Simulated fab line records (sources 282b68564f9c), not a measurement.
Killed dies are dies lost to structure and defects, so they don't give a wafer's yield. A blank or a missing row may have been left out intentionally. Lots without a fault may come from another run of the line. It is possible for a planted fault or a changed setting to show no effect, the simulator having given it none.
Problem report in the 8D (eight disciplines) form, filled by code -- flow rit cmos -- the parts of the form that need people (team, actions taken, sign-off) are left out

1. THE ISSUE
Mean FOX1_OXIDE_THK at RIT_FOX1_THK_MEAS_01: 306 nm over 6 wafers in 2 lots; fault-free wafers: 348 nm, standard deviation 6. That is -7.0 standard deviations from the usual mean.
Earliest sighting: wafer L532.1 on film metro-02 at day 4 06:07. The record has a number at this step for 42 wafers belonging to 14 lots. Rule for "out" (also "out of limits"): further than 4 standard deviations from the usual mean. All remaining wafers that have a number are taken as sound.

2. WHAT IT IS, AND WHAT IT ISN'T
question,is,is not
which readings at this step,FOX1_OXIDE_THK,-
which lots,"L532, L533","L521, L522, L523, L525, L527, L528, L529, L530, L531, L534, L541, L543"
which wafers of those lots,all that have a number,-
read on which gauges,"film metro-01, film metro-02",film metro-03
when,from day 4 06:07,"up to then (27 sound wafers); but 9 sound wafers of L534, L541, L543 came after"

3. WHAT RULES OUT EACH SUSPECT
Counting: a tool stays on the suspect list if, at a process step up to the reading, it processed all lots that are out and no sound lot following the first of them.
- the gauge at RIT_FOX1_THK_MEAS_01: ruled out. 2 gauges (film metro-01, film metro-02) read the wafers that are out.
- furnace-01 at RIT_FOX1_OXIDATION_00 (target thk 350.7 nm, ox time 1130 s): kept. It processed each lot that is out, first L532 at day 4 04:47, and no sound lot thereafter; up to then, the last sound lot it processed was L530 at day 3 20:22.
Left after counting: furnace-01 at RIT_FOX1_OXIDATION_00.

4. THE CAUSE (what the simulator had put in)
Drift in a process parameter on furnace-01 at RIT_FOX1_OXIDATION_00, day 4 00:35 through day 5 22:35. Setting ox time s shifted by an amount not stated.
Only this tool survived the counting.

5. THE CHAIN OF EFFECTS, in route order
Each row: a reading where the mean over the struck wafers with a number is more than 3 standard deviations away from the usual. Only readings whose record carries a usual standard deviation are examined. hours: median over the lots of the time between each lot's start at the first step of this table that gives one and its start at this step. sigmas: the change, counted in usual standard deviations.
hours,step,reading,usual,on struck wafers,change,sigmas
0,RIT_FOX1_THK_MEAS_01,FOX1_OXIDE_THK,348 nm,306,-42,-7.0

6. HOW IT WOULD HAVE BEEN CAUGHT EARLIER
In this record the first reading out of limits at a measuring or inspecting step was taken at day 4 06:07, 6 hours after the fault began at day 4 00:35.
L533, from the lots that are out (2), started RIT_FOX1_OXIDATION_00 on furnace-01 later than day 4 06:07. A tool hold placed at that time would have kept it from harm.
